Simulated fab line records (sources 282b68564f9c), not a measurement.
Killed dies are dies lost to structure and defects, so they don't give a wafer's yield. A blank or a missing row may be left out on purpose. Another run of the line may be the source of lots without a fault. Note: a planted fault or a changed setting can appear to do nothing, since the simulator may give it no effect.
Split-lot experiment    flow ritCmos    5 lots, 23 wafers read, on a route of 202 steps

## SPLIT DETAILS
At RIT_FOX1_OXIDATION_00 (target thk 350.7 nm, ox time 1130 s), the setting tempC was moved away from the recipe's 1100 C on 10 of the 23 wafers read, by -1.3% to +1.3%. For the rest of the wafers, this setting stayed at what the recipe calls for.

No step appears in the file between the split and the reading.

## THE READING
FOX1_OXIDE_THK (nm), taken at RIT_FOX1_THK_MEAS_01. On this fab line, fault-free wafers typically give 354 nm with a standard deviation of 3.8 nm.

wafer   tool, chamber at the split  tempC as run, C  against the recipe  FOX1_OXIDE_THK, nm  against lot-mates on the recipe
L075.1  -, -                        1114             +1.3%               377                 no lot-mate on the recipe
L075.2  -, -                        1114             +1.3%               373                 no lot-mate on the recipe
L075.3  -, -                        1114             +1.3%               372                 no lot-mate on the recipe
L075.5  -, -                        1114             +1.3%               375                 no lot-mate on the recipe
L075.6  -, -                        1114             +1.3%               378                 no lot-mate on the recipe
L078.1  -, -                        1086             -1.3%               336                 no lot-mate on the recipe
L078.2  -, -                        1086             -1.3%               335                 no lot-mate on the recipe
L078.4  -, -                        1086             -1.3%               333                 no lot-mate on the recipe
L078.5  -, -                        1086             -1.3%               330                 no lot-mate on the recipe
L078.6  -, -                        1086             -1.3%               332                 no lot-mate on the recipe
L081.2  -, -                        1100             recipe              361                 -
L081.3  -, -                        1100             recipe              356                 -
L081.4  -, -                        1100             recipe              356                 -
L081.5  -, -                        1100             recipe              357                 -
L081.6  -, -                        1100             recipe              355                 -
L084.2  furnace-01, 0               1100             recipe              357                 -
L084.3  furnace-01, 0               1100             recipe              359                 -
L084.5  furnace-01, 0               1100             recipe              355                 -
L085.1  -, -                        1100             recipe              353                 -
L085.2  -, -                        1100             recipe              346                 -
L085.3  -, -                        1100             recipe              348                 -
L085.5  -, -                        1100             recipe              352                 -
L085.6  -, -                        1100             recipe              350                 -

THE FIT
A straight line over all 23 wafers: FOX1_OXIDE_THK changes by +16.4 nm for each +1% of tempC; r = +0.97; the points scatter about the line by 3.6 nm.
Too few moved wafers have a lot-mate on the recipe to fit a line with each lot's own level taken away.

## THE WHOLE CHAIN: every reading that the file lists as answering this split, in the file's order
step                   what it does                         reading                                                                           change (the file's fit)               r (the file's)
RIT_FOX1_OXIDATION_00  target thk 350.7 nm, ox time 1130 s  SiO2_of_FOX1_OXIDATION_00.thkNm (the simulator's own value, which no gauge read)  +16.6 nm for each +1% of the setting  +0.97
RIT_FOX1_THK_MEAS_01                                        FOX1_OXIDE_THK                                                                    +16.5 for each +1% of the setting     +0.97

## THE FILE'S OWN FIT
FOX1_OXIDE_THK changes by +16.5 nm for each +1% of tempC, r = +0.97.
